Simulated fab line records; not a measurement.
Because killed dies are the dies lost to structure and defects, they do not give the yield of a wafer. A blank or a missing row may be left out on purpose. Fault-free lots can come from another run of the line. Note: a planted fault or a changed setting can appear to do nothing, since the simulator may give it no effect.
A lot that was struck, set against a sound lot + flow ritCmos + 23 out of 202 route steps
Sound: wafers L547.1, L547.2, L547.4. The struck wafers were L543.3, L543.4, L543.6. At the end, the cause is stated.
Per side, at each step with rows, come the tool, then ch with its chambers, and then its first start. Under that, the readings that differ: sound wafers + struck wafers + difference of the means + sigmas: that difference in standard deviations of wafers without a fault.
alike: same words and numbers on both sides, and readings whose means sit less than 2 such deviations apart. not compared: any withheld reading, any reading some wafer has no value for, any bound like >300 that may hide the same value, and any number with overlapping values for which the record gives no deviation.
The two part at a step that has a row with sigmas, a row that says differs or no value, or rows on one side only. Non-overlapping numbers with no deviation appear without sigmas and do not part them. A reading that every wafer of one side lacks parts them only if that side has two wafers or more.

RIT_CONTACT_CD_MEAS_08: the cd target is 1000 nm.
  struck on cdSem-02, day 6 11:55; sound on cdSem-01, day 7 08:31
  alike: cdNm
RIT_CONTACT_OVL_MEAS_09:
  struck on overlay-02, day 6 12:01; sound on overlay-02, day 7 08:38
  alike: CONTACT_OVL
then, 1 step without rows for these wafers: RIT_CONTACT_HARDBAKE_10 (time 60 s).
RIT_CONTACT_ETCH_11: etches SiO2 in CHF3/CF4/Ar, stops on TiSi2, target depth 480 nm, time 320 s.
  sound on rieDiel-04 ch 2,3, day 7 08:50; struck on rieDiel-01 ch 1,2,3, day 6 12:11
  alike: drypumpMotorCurrentA, oesProductAu, throttleValvePct
  not compared: rfHoursCounterH
RIT_CONTACT_STRIP_12: strips in O2, time 180 s.
  sound on plasmaAsher-04 ch 0,1, day 7 09:07; struck on plasmaAsher-01 ch 0,1, day 6 12:26
  alike: drypumpMotorCurrentA
  not compared: rfHoursCounterH
RIT_CONTACT_CD_MEAS_90: the cd target is 1000 nm.
  struck on cdSem-02, day 6 12:35; sound on cdSem-02, day 7 09:18
  alike: cdNm
then, 2 steps without rows for these wafers: RIT_CONTACT_CLEAN_13 (cleans in SC1, time 600 s); RIT_CONTACT_CLEAN_14 (cleans in SC2, time 600 s).
RIT_M1_SPUTTER_00: material Al, target thk 400 nm, time 500 s.
  struck on pvdSputter-03, day 6 13:01; sound on pvdSputter-03, day 7 09:46
  alike: throttleValvePct
RIT_M1_RS_MEAS_01: measurement is done with a four-point probe.
  struck on filmMetro-04, day 6 13:22; sound on filmMetro-03, day 7 10:04
  alike: M1_AL_RS
RIT_M1_THK_MEAS_02: measures by xrf.
  struck on filmMetro-04, day 6 13:28; sound on filmMetro-03, day 7 10:11
  alike: M1_AL_THK
then, 1 step without rows for these wafers: RIT_M1_HMDS_03 (prime time 60 s).
RIT_M1_COAT_04: resist thk 1300 nm.
  sound on lithoTrack-03 ch 0, day 7 10:23; struck on lithoTrack-02 ch 0, day 6 13:42
| reading                                | sound                | struck               | difference | sigmas |
|----------------------------------------|----------------------|----------------------|------------|--------|
| spinSpeedRpm (rpm)                     | 2000.8 1998.0 1998.3 | 1940.1 1939.8 1939.8 | -59.1      | -45    |
| model.NOVOLAK_of_M1_COAT_04.thkNm (nm) | 1299 1295 1296       | 1320 1319 1322       | +24        |        |
then, 4 steps without rows for these wafers: RIT_M1_SOFTBAKE_05 (time 60 s); RIT_M1_EXPOSE_06 (exposes mask M12, target cd 2600 nm); RIT_M1_PEB_07; RIT_M1_DEVELOP_08 (develop time 68 s).
RIT_M1_CD_MEAS_09: the cd target is 2600 nm.
  struck on cdSem-02, day 6 14:25; sound on cdSem-02, day 7 11:07
  alike: cdNm
RIT_M1_OVL_MEAS_10:
  struck on overlay-02, day 6 14:31; sound on overlay-01, day 7 11:14
  alike: M1_OVL
then, 1 step without rows for these wafers: RIT_M1_HARDBAKE_11 (time 120 s).
RIT_M1_METAL_ETCH_12: etches Al in Cl2/BCl3, stops on SiO2, time 165 s, target depth 600 nm.
  sound on rieMetal-04 ch 0,1, day 7 11:32; struck on rieMetal-04 ch 0,1, day 6 14:50
| reading                                | sound           | struck            | difference | sigmas |
|----------------------------------------|-----------------|-------------------|------------|--------|
| model.NOVOLAK_of_M1_COAT_04.thkNm (nm) | 804.3 798.6 800 | 822.2 822.8 826.1 | +22.7      |        |
  alike: drypumpMotorCurrentA, oesProductAu, throttleValvePct
  not compared: rfHoursCounterH
then, 1 step without rows for these wafers: RIT_M1_STRIP_13 (strips in nmp, time 600 s).
RIT_M1_PROBE_99:
  struck on prober-02, day 6 17:19; sound on prober-02, day 7 13:47
  alike: defectLimitedYield, killedAtContacts, killedAtFrontEnd, killedDies, killedOpen, killedShort, sort_bin_3_pad_short, sort_bin_5_function, sort_bin_6_memory, sortNPass, sortYieldPct

== WHERE THEY PART ==
At RIT_M1_COAT_04 and nowhere else, as far as this record goes. Later steps at which nothing parts them and some readings are alike: RIT_M1_CD_MEAS_09, RIT_M1_OVL_MEAS_10, RIT_M1_METAL_ETCH_12, RIT_M1_PROBE_99.

WHY: what had been put in by the simulator
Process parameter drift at RIT_M1_COAT_04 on lithoTrack-02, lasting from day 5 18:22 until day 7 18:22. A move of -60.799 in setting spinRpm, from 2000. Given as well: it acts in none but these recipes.
